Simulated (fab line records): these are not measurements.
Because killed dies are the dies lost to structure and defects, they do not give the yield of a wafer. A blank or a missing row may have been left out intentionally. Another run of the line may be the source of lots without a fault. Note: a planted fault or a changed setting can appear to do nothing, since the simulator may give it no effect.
Commonality check across tools | flow berkeley_cmos170 | 14 lots, 42 wafers sampled

## THE REASON FOR OPENING IT
At UCB170_V2_CD_MEAS_12 the reading cd_nm is flagged on 2 of 14 lots. No-fault wafers: 700.2 nm, standard deviation 1.4.
Rule: a lot is flagged in two cases, either no wafer of it has a number, or all its wafers with numbers fall more than 4 standard deviations from that mean. The other lots count as sound.

lot  | measured     | on        | cd_nm (nm), wafer by wafer | flag
L194 | day 7 21:34  | cd_sem-02 | 700.9 701.7 701.3          |
L193 | day 7 22:03  | cd_sem-01 | 699.8 698.9 698.8          |
L195 | day 8 05:06  | cd_sem-01 | 701.1 701.3 702.9          |
L196 | day 8 11:59  | cd_sem-01 | 701.2 701.3 700.4          |
L197 | day 8 17:09  | cd_sem-02 | 700.0 699.4 701.3          |
L198 | day 8 17:29  | cd_sem-01 | 703.0 701.5 702.2          |
L200 | day 9 05:34  | cd_sem-02 | 702.8 703.2 700.0          |
L208 | day 10 14:01 | cd_sem-01 | 710.8 711.4 710.3          | FLAGGED
L206 | day 10 14:18 | cd_sem-02 | 711.9 712.0 712.5          | FLAGGED
L207 | day 10 14:25 | cd_sem-02 | 699.7 698.5 699.6          |
L210 | day 11 10:02 | cd_sem-02 | 701.2 701.6 699.9          |
L212 | day 11 10:55 | cd_sem-02 | 697.4 699.9 700.6          |
L215 | day 12 02:59 | cd_sem-01 | 701.2 699.8 700.4          |
L216 | day 12 08:24 | cd_sem-01 | 699.0 698.0 699.7          |
The mean of the flagged lots' numbers is 711.5 nm, +11.3 nm from the usual (+8 standard deviations).

## LOT BY LOT: THE TOOL USED
2 process steps preceding the reading are held in the record, out of 331 steps in the route. Every cell lists first the tool, next ch and the chambers used by the sampled wafers, and last the start.
lot  | flag    | UCB170_CONTACT_STRIP_06              | UCB170_V2_PEB_10
L194 |         | plasma_asher-01 ch 0,1, day 7 05:02  | litho_track-02 ch 0, day 7 21:17
L193 |         | plasma_asher-03 ch 0,1, day 7 05:36  | litho_track-04 ch 0, day 7 21:47
L195 |         | plasma_asher-01 ch 0,1, day 7 13:30  | litho_track-02 ch 0, day 8 04:50
L196 |         | plasma_asher-03 ch 0,1, day 7 18:02  | litho_track-04 ch 0, day 8 11:43
L197 |         | plasma_asher-03 ch 0,1, day 8 01:26  | litho_track-02 ch 0, day 8 16:52
L198 |         | plasma_asher-03 ch 0,1, day 8 00:52  | litho_track-04 ch 0, day 8 17:13
L200 |         | plasma_asher-01 ch 0,1, day 8 10:47  | litho_track-01 ch 0, day 9 05:17
L208 | FLAGGED | plasma_asher-03 ch 0,1, day 9 21:32  | litho_track-02 ch 0, day 10 13:45
L206 | FLAGGED | plasma_asher-04 ch 0,1, day 9 17:50  | litho_track-02 ch 0, day 10 14:01
L207 |         | plasma_asher-03 ch 0,1, day 9 17:50  | litho_track-04 ch 0, day 10 14:04
L210 |         | plasma_asher-04 ch 0,1, day 10 15:40 | litho_track-01 ch 0, day 11 09:46
L212 |         | plasma_asher-04 ch 0,1, day 10 18:59 | litho_track-01 ch 0, day 11 10:38
L215 |         | plasma_asher-04 ch 0,1, day 11 10:22 | litho_track-04 ch 0, day 12 02:32
L216 |         | plasma_asher-04 ch 0,1, day 11 14:58 | litho_track-04 ch 0, day 12 08:08
What these steps do:
- UCB170_CONTACT_STRIP_06: strips in O2.
- UCB170_V2_PEB_10
- UCB170_V2_CD_MEAS_12: target cd 700 nm.

## FLAGGED OVER TOTAL, TOOL BY TOOL (the gauges that took the reading come last)
step                    | tool            | lots run | flagged | share of the flagged lots | sound lots run after its first flagged lot
UCB170_CONTACT_STRIP_06 | plasma_asher-01 | 3        | 0       | none                      | -
UCB170_CONTACT_STRIP_06 | plasma_asher-03 | 6        | 1       | some                      | 0
UCB170_CONTACT_STRIP_06 | plasma_asher-04 | 5        | 1       | some                      | 4 (L210,L212,L215,L216)
UCB170_V2_PEB_10        | litho_track-01  | 3        | 0       | none                      | -
UCB170_V2_PEB_10        | litho_track-02  | 5        | 2       | all                       | 0
UCB170_V2_PEB_10        | litho_track-04  | 6        | 0       | none                      | -
UCB170_V2_CD_MEAS_12    | cd_sem-01       | 7        | 1       | some                      | 2 (L215,L216)
UCB170_V2_CD_MEAS_12    | cd_sem-02       | 7        | 1       | some                      | 3 (L207,L210,L212)

## THE TABLE: WHAT IT ALLOWS
1 row of the table ran every flagged lot: litho_track-02 at UCB170_V2_PEB_10.
- litho_track-02 at UCB170_V2_PEB_10: 2 of its 5 lots flagged. It ran its last sound lot, L197, at day 8 16:52 and its first flagged lot, L208, at day 10 13:45: a fault with its onset between the two fits. Its own readings (heater_power_total_W, plate_temp_C) fall more than 4 standard deviations out on all wafers of the flagged lots.
litho_track-02 at UCB170_V2_PEB_10 is the single tool remaining.

## WHAT THE SIMULATOR HAD PUT IN
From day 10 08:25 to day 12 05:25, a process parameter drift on litho_track-02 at UCB170_V2_PEB_10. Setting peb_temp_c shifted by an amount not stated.
Shown lots that were struck: L208, L206. The rule above found the same.
